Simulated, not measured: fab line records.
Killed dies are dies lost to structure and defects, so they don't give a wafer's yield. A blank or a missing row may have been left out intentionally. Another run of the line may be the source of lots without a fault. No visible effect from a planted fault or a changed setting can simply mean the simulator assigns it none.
Code-filled problem report in 8D (eight disciplines) form | flow rit-cmos | the parts of the form that need people (team, actions taken, sign-off) are left out

1. THE ISSUE
SPACER_NITRIDE_THK at RIT_SPACER_THK_MEAS_04 reads a mean of 270.6 nm on 6 wafers of 2 lots; wafers without a fault read 249.4 nm with a standard deviation of 2.3. That puts it +9.2 standard deviations away from the usual mean.
Seen first at day 6 09:04 on film-metro-01, wafer L932.2. Wafers with a number at this step in the record: 42, from 14 lots. Rule for "out" (also "out of limits"): further than 4 standard deviations from the usual mean. The rest of the wafers with a number are treated as sound.

2. WHAT THIS IS AND IS NOT
question                    | is                           | is not
which readings at this step | SPACER_NITRIDE_THK           | -
which lots                  | L932, L933                   | L917, L918, L919, L920, L922, L924, L929, L931, L934, L935, L936, L938
which wafers of those lots  | all that have a number       | -
read on which gauges        | film-metro-01, film-metro-03 | film-metro-02
when                        | from day 6 09:04             | up to then (24 sound wafers); but 12 sound wafers of L934, L935, L936, L938 came after

3. WHAT RULES OUT EACH SUSPECT
Counting: any tool at a process step up to the reading is kept as a suspect provided that every lot that is out went through it and no sound lot did after the first of them.
- ruled out: the gauge at RIT_SPACER_THK_MEAS_04. The wafers that are out were read on 2 gauges (film-metro-01, film-metro-03).
- lpcvd-02 at RIT_SPACER_CVD_03 (deposits Si3N4 from SiH2Cl2/NH3, target thk 250 nm, time 3300 s): ruled out as a lasting fault. Sound lots L934, L936 ran on it after its first lot that is out, L932 (day 6 07:08).
Left after counting: nothing in the record.

4. THE CAUSE (what the simulator had put in)
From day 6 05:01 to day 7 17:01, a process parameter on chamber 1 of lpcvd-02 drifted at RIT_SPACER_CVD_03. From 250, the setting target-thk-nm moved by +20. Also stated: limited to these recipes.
Counting ruled it out, wrongly: the rule takes a fault to strike every lot that its tool runs from its start on, and this one did not.

5. SEQUENCE OF EFFECTS, ordered by route
One row per reading whose mean, taken over the struck wafers that have a number, lies over 3 standard deviations from the usual. Readings are gone through only where the record gives a usual standard deviation; hours: the median, over the lots, of the time from a lot's start at the first step in this table giving one to that lot's start at this step; sigmas: the change measured in usual standard deviations.
hours | step                   | reading            | usual      | on struck wafers | change | sigmas
0     | RIT_SPACER_THK_MEAS_04 | SPACER_NITRIDE_THK | 249.4 nm   | 270.6            | +21.2  | +9.2
0     | RIT_SPACER_ETCHBACK_05 | oes-product-au     | 0.841 a.u. | 0.895            | +0.054 | +4.2
Its process steps:
- RIT_SPACER_ETCHBACK_05: etches Si3N4 in SF6/CHF3, stops on SiO2, target depth 250 nm, time 240 s.

6. WHAT WOULD HAVE CAUGHT IT SOONER
In this record the first reading out of limits at a measuring or inspecting step was taken at day 6 09:04, 4 hours after the fault began at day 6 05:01.
Of the tool readings at RIT_SPACER_CVD_03 for which the record gives a usual standard deviation, none was out on any struck wafer, so an alarm limit of 4 standard deviations on them would not have fired.
